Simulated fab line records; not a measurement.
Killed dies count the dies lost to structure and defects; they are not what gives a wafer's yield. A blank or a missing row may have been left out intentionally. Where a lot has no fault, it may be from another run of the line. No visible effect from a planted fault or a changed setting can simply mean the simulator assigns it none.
8D (eight disciplines) problem report, filled in by code | flow rit cmos | the parts of the form that need people (team, actions taken, sign-off) are left out

== 1. THE ISSUE ==
Across 6 wafers from 2 lots, PWELL_RS at RIT_WELLDRIVE_RS_MEAS_02 averages 418.1 ohm/sq, while fault-free wafers read 429.1 ohm/sq with a standard deviation of 1.2. Measured from the usual mean, that is -9.2 standard deviations.
The step: measures by four-point-probe.
First seen on wafer L401.1, day 4 05:16, on film metro-01. The record holds 42 wafers of 14 lots with a number at this step. By rule, "out" or "out of limits" means more than 4 standard deviations away from the usual mean. The other wafers with a number count as sound.

== 2. WHAT IT IS, WHAT IT ISN'T ==
question                    | is                     | is not
which readings at this step | PWELL_RS               | -
which lots                  | L401, L406             | L393, L394, L396, L397, L398, L399, L400, L402, L404, L410, L412, L415
which wafers of those lots  | all that have a number | -
read on which gauges        | film metro-01          | film metro-02, film metro-04
when                        | from day 4 05:16       | up to then (24 sound wafers); but 12 sound wafers of L404, L410, L412, L415 came after

== 3. WHAT RULES OUT EACH SUSPECT ==
Counting: a tool stays on the suspect list if, at a process step up to the reading, it processed all lots that are out and no sound lot following the first of them.
- the gauge at RIT_WELLDRIVE_RS_MEAS_02 has been ruled out. All the wafers that are out were read on film metro-01, but those of them that RIT_PWELL_IMPLANT_08 has rows for are out there too, on other tools.
- implanter-02 at RIT_PWELL_IMPLANT_08: kept. All lots that are out passed through it, beginning with L401 at day 3 22:17, and no sound lot followed; its final sound lot before that point was L400 at day 3 14:38. On those wafers its own readings are out: beam energy keV.
Left after counting: implanter-02 at RIT_PWELL_IMPLANT_08.

== 4. THE CAUSE (what the simulator had put in) ==
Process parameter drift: implanter-02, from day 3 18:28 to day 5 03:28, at RIT_PWELL_IMPLANT_08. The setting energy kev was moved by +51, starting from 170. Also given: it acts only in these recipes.
The count eliminated every tool but this one.

== 5. THE CHAIN OF EFFECTS, in route order ==
Each row: a reading whose mean over the struck wafers that have a number lies more than 3 standard deviations from the usual. Scope: only readings with a usual standard deviation given in the record; hours: median across lots of the time from each lot's start at the first step in this table that gives one to its start at this step; sigmas: change in usual standard deviations.
hours | step                     | reading         | usual        | on struck wafers | change | sigmas
0     | RIT_PWELL_IMPLANT_08     | beam energy keV | 169.99       | 220.95           | +50.96 | +99 or more
7     | RIT_WELLDRIVE_RS_MEAS_02 | PWELL_RS        | 429.1 ohm/sq | 418.1            | -11.0  | -9.2
Process steps it contains:
- RIT_PWELL_IMPLANT_08

== 6. HOW IT WOULD HAVE BEEN CAUGHT EARLIER ==
The first out-of-limits reading at a measuring or inspecting step in this record came at day 4 05:16, 11 hours after the fault's start at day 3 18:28.
Tool's own readings at RIT_PWELL_IMPLANT_08, beam energy keV: out on all struck wafers the step has rows for; an alarm limit on them would have tripped on the first.
Of the lots that are out (2), L406 began RIT_PWELL_IMPLANT_08 on implanter-02 after day 4 05:16. It would have been spared by a hold on the tool at that moment.
